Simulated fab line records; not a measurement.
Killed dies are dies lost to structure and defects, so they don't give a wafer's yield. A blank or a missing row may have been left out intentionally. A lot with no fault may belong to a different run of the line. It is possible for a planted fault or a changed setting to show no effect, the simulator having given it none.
Which tool is to blame?    flow berkeley-cmos170    14 lots with 42 wafers sampled at 2 steps, on a route of 331 steps

## WHAT THE GAUGES SHOWED, per wafer
UCB170_START_THK_MEAS_03. Usual: START_OXIDE_THK typically reads 20.3 nm, with standard deviation 0.37.
lot   measured     on             START_OXIDE_THK (nm)  flag
L196  day 1 13:00  film-metro-03  19.9 20.0 19.7        
L198  day 2 01:55  film-metro-03  19.7 20.2 20.0        
L199  day 2 06:20  film-metro-02  19.8 20.8 20.6        
L201  day 2 13:04  film-metro-03  20.2 20.0 19.9        
L200  day 2 13:04  film-metro-02  20.3 20.4 20.6        
L202  day 2 21:23  film-metro-02  20.5 20.5 20.4        
L203  day 3 01:18  film-metro-02  20.7 20.8 20.8        
L206  day 3 18:25  film-metro-02  20.3 20.3 20.6        
L207  day 3 21:29  film-metro-03  20.4 20.4 20.3        
L208  day 4 03:02  film-metro-02  19.8 20.3 20.1        
L209  day 4 08:51  film-metro-04  20.5 20.1 20.4        
L213  day 5 07:02  film-metro-04  20.0 19.7 20.0        
L214  day 5 07:02  film-metro-02  20.0 19.9 20.1        
L219  day 6 08:34  film-metro-03  20.6 20.9 20.8        

UCB170_PWELL_THK_MEAS_03. Usual: PWELL_OXIDE_THK typically reads 26.5 nm, with standard deviation 0.51.
lot   measured     on             PWELL_OXIDE_THK (nm)  flag
L196  day 2 19:35  film-metro-04  26.6 26.8 26.5        
L198  day 3 10:20  film-metro-01  26.8 26.6 26.3        
L199  day 3 16:03  film-metro-03  26.2 26.1 26.1        
L201  day 3 22:51  film-metro-04  26.3 26.8 26.8        
L200  day 3 22:52  film-metro-03  26.1 26.1 26.0        
L202  day 4 05:14  film-metro-04  27.5 27.3 26.5        
L203  day 4 05:16  film-metro-01  26.9 26.8 26.7        
L206  day 5 04:14  film-metro-04  26.4 26.1 26.2        
L207  day 5 04:14  film-metro-01  26.0 27.0 26.0        
L208  day 5 15:01  film-metro-03  26.3 26.6 26.6        
L209  day 5 14:59  film-metro-01  26.9 26.4 26.3        
L213  day 6 18:20  film-metro-01  25.8 25.6 25.9        
L214  day 6 22:14  film-metro-04  27.4 27.3 27.6        
L219  day 7 16:05  film-metro-03  26.5 26.4 26.5        

## EACH LOT AND THE TOOL THAT RAN IT (in order: tool; ch and the chambers of the sampled wafers; start)
There is no process step in the record ahead of these readings.

## AS READ BY THE TOOLS THEMSELVES (means over the sampled wafers that have a number; for cases with no such wafer, the mark the record gives instead)
The record holds no such reading with a usual standard deviation.

## THE ANSWER, worked out from the rows above alone
Rule: a lot is off if the mean of its wafers that have a number lies more than 3 standard deviations from the usual mean. Also off: a lot with no number at a reading for which 4 or more lots have one. The other lots that the step has rows for count as sound. First the gauges in route order, then the tools' own readings, where a lot's mean is used as printed above. The first step at which some lot is off is used, and at that step the reading that is off furthest; a lot without a number counts as furthest.
Across all readings shown, no lot is off: no conclusion can be drawn from this.

## WHAT HAD BEEN PUT IN BY THE SIMULATOR
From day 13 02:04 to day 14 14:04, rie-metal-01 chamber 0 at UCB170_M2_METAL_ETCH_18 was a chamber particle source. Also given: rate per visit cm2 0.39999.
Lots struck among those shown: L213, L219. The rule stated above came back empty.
